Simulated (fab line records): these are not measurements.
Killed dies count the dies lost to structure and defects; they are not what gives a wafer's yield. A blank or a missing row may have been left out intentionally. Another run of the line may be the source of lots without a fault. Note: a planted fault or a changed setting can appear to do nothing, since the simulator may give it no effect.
What tool caused it? | flow rit-cmos | 12 lots (36 wafers sampled), 1 step of a 202-step route

WHAT THE GAUGES SHOWED, per wafer
Not one reading of a measure or inspect step in the record can be checked against a usual standard deviation.

WHICH TOOL RAN EACH LOT (tool, then ch and the chambers of the sampled wafers, then the start)
lot  | RIT_ACTIVE_ETCH_13
L501 | rie-diel-02 ch 0,1,3, day 1 14:43
L502 | rie-diel-01 ch 0,3, day 1 19:50
L503 | rie-diel-01 ch 0,1, day 2 01:43
L504 | rie-diel-02 ch 0,1, day 2 06:37
L508 | rie-diel-02 ch 0,1,2, day 3 02:31
L514 | rie-diel-01 ch 0,2,3, day 4 09:24
L515 | rie-diel-03 ch 0,3, day 4 13:10
L517 | rie-diel-01 ch 1,2,3, day 4 22:43
L518 | rie-diel-03 ch 2,3, day 5 04:47
L522 | rie-diel-01 ch 0,1,2, day 6 01:25
L523 | rie-diel-02 ch 1,2,3, day 6 06:39
L524 | rie-diel-01 ch 1,2,3, day 6 09:54
- RIT_ACTIVE_ETCH_13: etches Si3N4 in SF6, stops on SiO2, time 210 s, target depth 210 nm.

AS READ BY THE TOOLS THEMSELVES (means over the sampled wafers that have a number; for cases with no such wafer, the mark the record gives instead)
RIT_ACTIVE_ETCH_13.
lot  | tool        | drypump-motor-current-A (A) | oes-product-au (a.u.) | throttle-valve-pct (%)
L501 | rie-diel-02 | 5.6                         | 0.809                 | 7.52
L502 | rie-diel-01 | 5.8                         | 0.819                 | 7.54
L503 | rie-diel-01 | 5.2                         | 0.805                 | 7.48
L504 | rie-diel-02 | 5.6                         | 0.804                 | 7.58
L508 | rie-diel-02 | 5.6                         | 0.880                 | 7.54
L514 | rie-diel-01 | 6.0                         | 0.824                 | 7.52
L515 | rie-diel-03 | 5.3                         | 0.833                 | 7.37
L517 | rie-diel-01 | 5.7                         | 0.811                 | 7.56
L518 | rie-diel-03 | 5.1                         | 0.815                 | 7.45
L522 | rie-diel-01 | 5.6                         | 0.809                 | 7.44
L523 | rie-diel-02 | 5.6                         | 0.821                 | 7.47
L524 | rie-diel-01 | 5.8                         | 0.817                 | 7.55

THE ANSWER, worked out from the rows above alone
Rule: what is usual is taken from the lots themselves. Put in order of their means at a reading, lots are off if they are a third of the lots or fewer, leave a main group of 4 or more, and stand apart from it by a gap of 3 or more times the standard deviation of the main group's means; of several such gaps the widest counts. A main group is skipped when, at the precision printed for the reading in the tables above, its means are all equal. A lot without any number at a reading at which 4 lots or more have one is off too. Where the step has rows for the other lots, those lots are counted as sound. The gauges are gone through in route order, then the tools' own readings, and for those a lot's mean is taken as printed above. At the first step where some lot is off, the reading lying furthest off is the one used; lots without a number count as furthest.
Off: L508, at RIT_ACTIVE_ETCH_13 (oes-product-au). The main group has a mean of 0.815 a.u. with a standard deviation of 0.0084.
A tool fits if, at that step or a process step before it, it ran every lot that is off, and no sound lot after the first of them. None of those tried fits.

WHAT HAD BEEN PUT IN BY THE SIMULATOR
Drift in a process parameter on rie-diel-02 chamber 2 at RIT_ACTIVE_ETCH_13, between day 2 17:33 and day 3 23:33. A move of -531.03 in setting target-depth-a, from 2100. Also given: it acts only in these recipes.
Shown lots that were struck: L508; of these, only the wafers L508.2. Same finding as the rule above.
